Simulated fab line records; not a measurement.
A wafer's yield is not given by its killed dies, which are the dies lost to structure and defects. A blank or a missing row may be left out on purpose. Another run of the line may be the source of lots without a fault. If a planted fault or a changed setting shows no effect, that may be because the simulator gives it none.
Lot-split experiment / flow rit-cmos / on a route of 202 steps: 5 lots, 23 wafers read

## ABOUT THE SPLIT
At RIT_PSD_IMPLANT_08, the setting energy-kev was moved away from the recipe's 27 on 8 of the 23 wafers read, by -5.0% to +5.2%. For the rest of the wafers, this setting stayed at what the recipe calls for.

## FROM THE SPLIT TO THE READING: what the file shows between them, 3 steps
- RIT_PSD_STRIP_09: strips in O2, time 180 s
- RIT_SDANNEAL_CLEAN_02: cleans in SC2, time 600 s
- RIT_SDANNEAL_RTA_03: time 5 s

## THE READING
PSD_RS, in ohm/sq, at RIT_SDANNEAL_RS_MEAS_04 (measures by four-point-probe). A value of 116.1 ohm/sq with a standard deviation of 0.33 ohm/sq is what fault-free wafers of this fab line usually give.

wafer=L075.1; tool, chamber at the split=implanter-02, 0; energy-kev as run=27; against the recipe=recipe; PSD_RS, ohm/sq=116.6; against lot-mates on the recipe=-
wafer=L075.2; tool, chamber at the split=implanter-02, 0; energy-kev as run=25.65; against the recipe=-5.0%; PSD_RS, ohm/sq=119.3; against lot-mates on the recipe=+2.9
wafer=L075.3; tool, chamber at the split=implanter-02, 0; energy-kev as run=27; against the recipe=recipe; PSD_RS, ohm/sq=116.2; against lot-mates on the recipe=-
wafer=L075.5; tool, chamber at the split=implanter-02, 0; energy-kev as run=25.65; against the recipe=-5.0%; PSD_RS, ohm/sq=119.4; against lot-mates on the recipe=+3.0
wafer=L075.6; tool, chamber at the split=implanter-02, 0; energy-kev as run=25.65; against the recipe=-5.0%; PSD_RS, ohm/sq=119.3; against lot-mates on the recipe=+2.9
wafer=L076.1; tool, chamber at the split=implanter-03, 0; energy-kev as run=26.06; against the recipe=-3.5%; PSD_RS, ohm/sq=118.5; against lot-mates on the recipe=+2.2
wafer=L076.2; tool, chamber at the split=implanter-03, 0; energy-kev as run=27; against the recipe=recipe; PSD_RS, ohm/sq=116.4; against lot-mates on the recipe=-
wafer=L076.3; tool, chamber at the split=implanter-03, 0; energy-kev as run=27; against the recipe=recipe; PSD_RS, ohm/sq=116.1; against lot-mates on the recipe=-
wafer=L076.4; tool, chamber at the split=implanter-03, 0; energy-kev as run=26.06; against the recipe=-3.5%; PSD_RS, ohm/sq=118.6; against lot-mates on the recipe=+2.3
wafer=L076.6; tool, chamber at the split=implanter-03, 0; energy-kev as run=26.06; against the recipe=-3.5%; PSD_RS, ohm/sq=118.3; against lot-mates on the recipe=+2.0
wafer=L077.1; tool, chamber at the split=implanter-03, 0; energy-kev as run=27; against the recipe=recipe; PSD_RS, ohm/sq=116.6; against lot-mates on the recipe=-
wafer=L077.2; tool, chamber at the split=implanter-03, 0; energy-kev as run=27; against the recipe=recipe; PSD_RS, ohm/sq=116.7; against lot-mates on the recipe=-
wafer=L077.3; tool, chamber at the split=implanter-03, 0; energy-kev as run=27; against the recipe=recipe; PSD_RS, ohm/sq=116.6; against lot-mates on the recipe=-
wafer=L077.4; tool, chamber at the split=implanter-03, 0; energy-kev as run=28.4; against the recipe=+5.2%; PSD_RS, ohm/sq=113.4; against lot-mates on the recipe=-3.2
wafer=L077.6; tool, chamber at the split=implanter-03, 0; energy-kev as run=28.4; against the recipe=+5.2%; PSD_RS, ohm/sq=113.6; against lot-mates on the recipe=-3.0
wafer=L078.1; tool, chamber at the split=implanter-04, 0; energy-kev as run=27; against the recipe=recipe; PSD_RS, ohm/sq=116.6; against lot-mates on the recipe=-
wafer=L078.2; tool, chamber at the split=implanter-04, 0; energy-kev as run=27; against the recipe=recipe; PSD_RS, ohm/sq=116.3; against lot-mates on the recipe=-
wafer=L078.3; tool, chamber at the split=implanter-04, 0; energy-kev as run=27; against the recipe=recipe; PSD_RS, ohm/sq=116.3; against lot-mates on the recipe=-
wafer=L078.4; tool, chamber at the split=implanter-04, 0; energy-kev as run=27; against the recipe=recipe; PSD_RS, ohm/sq=116.2; against lot-mates on the recipe=-
wafer=L078.5; tool, chamber at the split=implanter-04, 0; energy-kev as run=27; against the recipe=recipe; PSD_RS, ohm/sq=116.4; against lot-mates on the recipe=-
wafer=L080.1; tool, chamber at the split=implanter-03, 0; energy-kev as run=27; against the recipe=recipe; PSD_RS, ohm/sq=115.9; against lot-mates on the recipe=-
wafer=L080.3; tool, chamber at the split=implanter-03, 0; energy-kev as run=27; against the recipe=recipe; PSD_RS, ohm/sq=115.3; against lot-mates on the recipe=-
wafer=L080.6; tool, chamber at the split=implanter-03, 0; energy-kev as run=27; against the recipe=recipe; PSD_RS, ohm/sq=115.8; against lot-mates on the recipe=-

THE FIT
A straight line over all 23 wafers: PSD_RS changes by -0.586 ohm/sq for each +1% of energy-kev; r = -0.98; the points scatter about the line by 0.33 ohm/sq.
The same after taking each lot's own level away (the mean of its wafers on the recipe; 23 wafers): -0.603 ohm/sq for each +1%; r = -1.00; scatter 0.16 ohm/sq.
On that fit, the largest move of energy-kev shifts the reading by 3.1 ohm/sq.
Across the lots, their own levels run from 115.67 to 116.63 ohm/sq, a range of 2.9 times the standard deviation given above.
The two slopes agree, so the slope changes little with the lot-to-lot level.
Check: with one of the wafers moved furthest among these (+5.2%) left out of the fit, the line predicts -3.08 ohm/sq for it against its lot-mates. It came out at -3.23 ohm/sq against them.

## ADDITIONAL SPLITS CARRIED BY THESE WAFERS
These wafers also went through other splits before the reading. Each is held against what the fit with the lots' levels taken away leaves over:
other split on the same wafers=RIT_ACTIVE_CVD_03 time-s; wafers away from the commonest value=18; r with PSD_RS (lot level and that fit taken away)=-0.02
other split on the same wafers=RIT_ACTIVE_HARDBAKE_12 temp-c; wafers away from the commonest value=10; r with PSD_RS (lot level and that fit taken away)=-0.21
other split on the same wafers=RIT_NWELL_IMPLANT_08 dose-cm2; wafers away from the commonest value=5; r with PSD_RS (lot level and that fit taken away)=-0.44
other split on the same wafers=RIT_PWELL_IMPLANT_08 energy-kev; wafers away from the commonest value=9; r with PSD_RS (lot level and that fit taken away)=-0.08
other split on the same wafers=RIT_PRETRO_COAT_01 resist-thk-nm; wafers away from the commonest value=9; r with PSD_RS (lot level and that fit taken away)=-0.06
other split on the same wafers=RIT_PRETRO_DEVELOP_05 develop-time-s; wafers away from the commonest value=8; r with PSD_RS (lot level and that fit taken away)=-0.02
other split on the same wafers=RIT_GATE_OXIDATION_05 temp-c; wafers away from the commonest value=5; r with PSD_RS (lot level and that fit taken away)=-0.22
other split on the same wafers=RIT_GATE_SOFTBAKE_12 temp-c; wafers away from the commonest value=10; r with PSD_RS (lot level and that fit taken away)=+0.22
other split on the same wafers=RIT_NLDD_COAT_01 spin-rpm; wafers away from the commonest value=6; r with PSD_RS (lot level and that fit taken away)=-0.07
other split on the same wafers=RIT_PSD_SOFTBAKE_02 temp-c; wafers away from the commonest value=8; r with PSD_RS (lot level and that fit taken away)=+0.12

## THE WHOLE CHAIN: every reading that the file lists as answering this split, in the file's order
step=RIT_PSD_IMPLANT_08; what it does=; reading=implant.rp-nm (the simulator's own value, which no gauge read); change (the file's fit)=+0.177 nm for each +1% of the setting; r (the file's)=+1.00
step=RIT_PSD_IMPLANT_08; what it does=; reading=implant.drp-nm (the simulator's own value, which no gauge read); change (the file's fit)=+0.0849 nm for each +1% of the setting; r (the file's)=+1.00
step=RIT_SDANNEAL_RS_MEAS_04; what it does=measures by four-point-probe; reading=PSD_RS; change (the file's fit)=-0.602 for each +1% of the setting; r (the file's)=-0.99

## THE FILE'S OWN FIT
PSD_RS changes by -0.602 ohm/sq for each +1% of energy-kev, r = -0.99.
